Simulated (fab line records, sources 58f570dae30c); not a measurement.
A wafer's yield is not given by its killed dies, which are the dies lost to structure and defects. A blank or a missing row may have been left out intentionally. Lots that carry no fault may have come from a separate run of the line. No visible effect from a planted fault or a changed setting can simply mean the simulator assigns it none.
Lot-split experiment | flow berkeley_cmos170 | on a route of 331 steps: 5 lots, 27 wafers read

## ABOUT THE SPLIT
At UCB170_M3_METAL_ETCH_18 (etches Al in Cl2/BCl3, stops on SiO2, target depth 1170 nm, time 195 s), the setting time_s was moved away from the recipe's 195 s on 9 of the 27 wafers read, by -59.4% to +59.7%. The other wafers ran this setting at the recipe's value.

## FROM THE SPLIT ON TO THE READING: in between, the file shows 1 step
- UCB170_M3_STRIP_19: strips in O2

## THE READING
cd_nm at UCB170_M3_CD_MEAS_90, given in nm (cd target 700 nm). A value of 698 nm with a standard deviation of 3.1 nm is what fault-free wafers of this fab line usually give.

wafer  | tool, chamber at the split | time_s as run, s | against the recipe | cd_nm, nm | against lot-mates on the recipe
L076.1 | rie_metal-03, 1            | 79.18            | -59.4%             | 724       | +24
L076.2 | rie_metal-03, 0            | 79.18            | -59.4%             | 726       | +26
L076.3 | rie_metal-03, 1            | 195              | recipe             | 702       | -
L076.4 | rie_metal-03, 0            | 195              | recipe             | 698       | -
L076.5 | rie_metal-03, 0            | 79.18            | -59.4%             | 726       | +26
L076.6 | rie_metal-03, 1            | 195              | recipe             | 699       | -
L079.2 | rie_metal-04, 0            | 195              | recipe             | 698       | -
L079.3 | rie_metal-04, 0            | 195              | recipe             | 698       | -
L079.6 | rie_metal-04, 0            | 195              | recipe             | 696       | -
L080.1 | rie_metal-01, 1            | 195              | recipe             | 697       | -
L080.2 | rie_metal-01, 0            | 195              | recipe             | 700       | -
L080.3 | rie_metal-01, 1            | 195              | recipe             | 698       | -
L080.4 | rie_metal-01, 0            | 195              | recipe             | 698       | -
L080.5 | rie_metal-01, 0            | 195              | recipe             | 701       | -
L080.6 | rie_metal-01, 1            | 195              | recipe             | 696       | -
L084.1 | rie_metal-01, 0            | 162.7            | -16.6%             | 709       | +7
L084.2 | rie_metal-01, 1            | 162.7            | -16.6%             | 710       | +8
L084.3 | rie_metal-01, 0            | 162.7            | -16.6%             | 711       | +9
L084.4 | rie_metal-01, 1            | 195              | recipe             | 700       | -
L084.5 | rie_metal-01, 1            | 195              | recipe             | 703       | -
L084.6 | rie_metal-01, 0            | 195              | recipe             | 703       | -
L085.1 | rie_metal-03, 0            | 195              | recipe             | 700       | -
L085.2 | rie_metal-03, 1            | 195              | recipe             | 690       | -
L085.3 | rie_metal-03, 1,0          | 311.4            | +59.7%             | 668       | -26
L085.4 | rie_metal-03, 0            | 311.4            | +59.7%             | 675       | -19
L085.5 | rie_metal-03, 1            | 195              | recipe             | 693       | -
L085.6 | rie_metal-03, 1,0          | 311.4            | +59.7%             | 671       | -23
The file does not say which wafer passed through which chamber wherever a row lists several chambers: such a row stands for several wafers.

FIT RESULTS
A straight line over all 27 wafers: cd_nm changes by -0.462 nm for each +1% of time_s; r = -0.97; the points scatter about the line by 3.2 nm.
The same after taking each lot's own level away (the mean of its wafers on the recipe; 27 wafers): -0.41 nm for each +1%; r = -0.98; scatter 2.3 nm.
The reading moves by 24 nm for the largest change in time_s, on that fit.
Measured against the standard deviation above, the lots' own levels, which go from 694.3 to 702.0 nm, span 2.5 times it.
So the lot-to-lot level changes the slope: the two fits differ.
Check: for one of the wafers moved furthest among these (+59.7%), held out of the fit, the line's prediction against its lot-mates is -23.5 nm. Against them it came out at -26.3 nm.

## ADDITIONAL SPLITS CARRIED BY THESE WAFERS
Other splits were also applied to these wafers ahead of the reading. Each is held against what the fit with the lots' levels taken away leaves over:
other split on the same wafers | wafers away from the commonest value | r with cd_nm (lot level and that fit taken away)
UCB170_M2_METAL_ETCH_18 time_s | 9                                    | -0.05

## THE WHOLE CHAIN: every reading that the file lists as answering this split, in the file's order
step                    | what it does                                                           | reading                                                                   | change (the file's fit)                                                              | r (the file's)
UCB170_M3_METAL_ETCH_18 | etches Al in Cl2/BCl3, stops on SiO2, target depth 1170 nm, time 195 s | M3.feature_depth_nm (the simulator's own value, which no gauge read)      | not straight: 463.1 at the lowest setting, 958.4 at the recipe, 998.9 at the highest | not given
UCB170_M3_METAL_ETCH_18 | etches Al in Cl2/BCl3, stops on SiO2, target depth 1170 nm, time 195 s | KrF_of_M3_COAT_10.thk_nm (the simulator's own value, which no gauge read) | -5.24 nm for each +1% of the setting                                                 | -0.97
UCB170_M3_STRIP_19      | strips in O2                                                           | oes_product_au                                                            | -0.00351 a.u. for each +1% of the setting                                            | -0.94
UCB170_M3_CD_MEAS_90    | target cd 700 nm                                                       | cd_nm                                                                     | -0.418 nm for each +1% of the setting                                                | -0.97

## THE FILE'S OWN FIT
cd_nm changes by -0.418 nm for each +1% of time_s, r = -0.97.
